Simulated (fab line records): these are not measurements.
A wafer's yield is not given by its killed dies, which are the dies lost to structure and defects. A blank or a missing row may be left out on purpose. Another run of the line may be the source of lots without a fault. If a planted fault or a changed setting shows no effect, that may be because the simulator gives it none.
Comparing a struck lot with a sound one || flow berkeley-cmos170 || 18 out of 331 route steps
Sound: wafers L596.1, L596.5, L596.6. Wafers struck: L586.2, L586.3, L586.4. Last of all comes the cause.
For every step that has rows: the tool of each side, followed by ch and its chambers, followed by its first start. Under that, the readings that differ: sound wafers || struck wafers || difference of the means || sigmas: that difference in standard deviations of wafers without a fault.
alike: readings with means less than 2 such deviations apart, plus words and numbers identical on both sides. not compared: withheld readings, readings lacking a value on some wafer, bounds such as >300 that could conceal the same value, and numbers that have no deviation in the record and whose values overlap.
A row with sigmas, a row that says differs or no value, or rows on one side alone: a step with any of these is where the two part. Numbers that have no deviation but don't overlap get no sigmas and don't part them. A reading missing from all wafers of one side parts the sides only when that side holds two or more wafers.

first, 2 steps without rows for these wafers: UCB170_GATE_PEB_10; UCB170_GATE_DEVELOP_11 (develop time 45 s).
UCB170_GATE_CD_MEAS_12 targets a cd of 350 nm.
  sound on cd-sem-02 at day 9 13:18; struck on cd-sem-01 at day 8 04:06
  alike: cd-nm
UCB170_GATE_OVL_MEAS_13:
  sound on overlay-01 at day 9 13:25; struck on overlay-01 at day 8 04:13
  alike: GATE_OVL
UCB170_GATE_ETCH_14: etches BARC in N2/H2.
  sound on rie-diel-02 ch 1,2, day 9 13:28; struck on rie-diel-02 ch 2,3, day 8 04:14
  alike: chamber-pressure-mTorr, drypump-motor-current-A, oes-product-au, throttle-valve-pct
UCB170_GATE_ETCH_15: etches poly-Si in HBr/Cl2, stops on SiO2, time 56.3 s, target depth 278.2 nm.
  sound on rie-si-02 ch 1,2,3, day 9 13:30; struck on rie-si-02 ch 1,2,3, day 8 04:17
  alike: chamber-pressure-mTorr, drypump-motor-current-A, oes-product-au, throttle-valve-pct
  not compared: rf-hours-counter-h
UCB170_GATE_STRIP_16: strips in O2.
  sound on plasma-asher-02 ch 0,1, day 9 13:33; struck on plasma-asher-03 ch 0,1, day 8 04:20
  alike: chamber-pressure-mTorr, drypump-motor-current-A, oes-product-au
  not compared: rf-hours-counter-h
UCB170_GATE_CD_MEAS_90 targets a cd of 350 nm.
  sound on cd-sem-01 at day 9 13:41; struck on cd-sem-02 at day 8 04:27
  alike: cd-nm
then, 4 steps without rows for these wafers: UCB170_GATE_CLEAN_17 (cleans in SPM, time 600 s); UCB170_PLDD_HMDS_00 (prime time 60 s); UCB170_PLDD_COAT_01 (resist thk 900 nm); UCB170_PLDD_SOFTBAKE_02 (time 60 s).
UCB170_PLDD_EXPOSE_03: exposes mask PSELECT, target cd 1200 nm.
  sound on krf-scanner-02 ch 0, day 9 14:34; struck on krf-scanner-01 ch 0, day 8 05:19
{"reading": "model.PLDD.overlay-x-nm (nm)", "sound": "3.039 3.039 3.039", "struck": "292.1 292.1 292.1", "difference": "+289.1", "sigmas": ""}
  alike: mask, focus-offset-nm
then, 2 steps without rows for these wafers: UCB170_PLDD_PEB_04; UCB170_PLDD_DEVELOP_05 (develop time 45 s).
UCB170_PLDD_CD_MEAS_06 targets a cd of 1200 nm.
  sound on cd-sem-02 at day 9 15:00; struck on cd-sem-01 at day 8 05:51
  alike: cd-nm
UCB170_PLDD_OVL_MEAS_07:
  sound on overlay-02 at day 9 15:07; struck on overlay-02 at day 8 06:10
{"reading": "PLDD_OVL (nm)", "sound": "9 7 -3", "struck": "292 298 291", "difference": "+289", "sigmas": "+47"}
  not compared: hold
UCB170_M3_PROBE_99:
  rows exist in the record for the sound wafers here (prober-02, day 11 05:20), none for the struck ones

WHERE THEY PART
Last at UCB170_M3_PROBE_99 as far as this record goes, first at UCB170_PLDD_OVL_MEAS_07.

WHY: the cause the simulator had injected
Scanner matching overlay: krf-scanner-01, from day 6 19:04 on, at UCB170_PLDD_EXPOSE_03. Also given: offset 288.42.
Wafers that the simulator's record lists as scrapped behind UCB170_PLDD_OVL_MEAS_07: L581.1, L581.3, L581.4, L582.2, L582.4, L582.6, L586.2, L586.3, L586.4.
